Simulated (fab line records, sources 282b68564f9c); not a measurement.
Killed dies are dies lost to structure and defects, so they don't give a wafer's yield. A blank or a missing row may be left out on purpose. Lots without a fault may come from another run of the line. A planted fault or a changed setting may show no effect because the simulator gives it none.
Which tool did it? | flow rit_cmos | 7 lots, 21 wafers sampled, at 2 steps of a route of 202

WHAT THE GAUGES READ, wafer by wafer
RIT_WELLDRIVE_RS_MEAS_01: measures by four-point-probe.
lot  | measured    | on            | NWELL_RS (ohm/sq)
L674 | day 2 19:28 | film_metro-02 | 276.0 275.8 275.5
L677 | day 3 11:57 | film_metro-03 | 276.5 275.8 274.9
L679 | day 3 19:49 | film_metro-03 | 275.1 275.1 275.8
L682 | day 4 13:38 | film_metro-03 | 274.6 275.4 275.8
L684 | day 4 22:10 | film_metro-04 | 311.1 310.4 310.0
L686 | day 5 07:51 | film_metro-04 | 309.7 309.5 310.8
L693 | day 6 21:52 | film_metro-04 | 275.3 276.2 275.7

WHICH TOOL RAN EACH LOT (tool, then ch and the chambers of the sampled wafers, then the start)
lot  | RIT_NWELL_IMPLANT_08
L674 | implanter-03 ch 0, day 2 11:55
L677 | implanter-02 ch 0, day 3 03:50
L679 | implanter-03 ch 0, day 3 12:35
L682 | implanter-01 ch 0, day 4 06:29
L684 | implanter-03 ch 0, day 4 15:01
L686 | implanter-03 ch 0, day 5 00:41
L693 | implanter-01 ch 0, day 6 13:46
- RIT_NWELL_IMPLANT_08

THE ANSWER, worked out from the rows above alone
Rule: what is usual is taken from the lots themselves. Put in order of their means at a reading, lots are off if they are a third of the lots or fewer, leave a main group of 4 or more, and stand apart from it by a gap of 3 or more times the standard deviation of the main group's means; of several such gaps the widest counts. A main group whose means are all the same, to the digits that the tables above print for the reading, isn't used. A lot without any number at a reading at which 4 lots or more have one is off too. The other lots that the step has rows for count as sound.
Off: L684, L686, at RIT_WELLDRIVE_RS_MEAS_01 (NWELL_RS). The main group: mean 275.6 ohm/sq, standard deviation 0.22.
A tool fits if, at a process step before that reading, it ran every lot that is off, and no sound lot after the first of them. The gauges at RIT_WELLDRIVE_RS_MEAS_01 are tried like those tools. One fits: implanter-03 at RIT_NWELL_IMPLANT_08. Its last sound lot is L679 (day 3 12:35), its first lot that is off L684 (day 4 15:01): a fault that began between those two fits.

WHAT THE SIMULATOR HAD PUT IN
Process parameter drift: implanter-03, from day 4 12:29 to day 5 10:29, at RIT_NWELL_IMPLANT_08. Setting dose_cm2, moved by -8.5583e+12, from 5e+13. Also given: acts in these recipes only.
Lots struck among those shown: L684, L686. The rule above found the same.
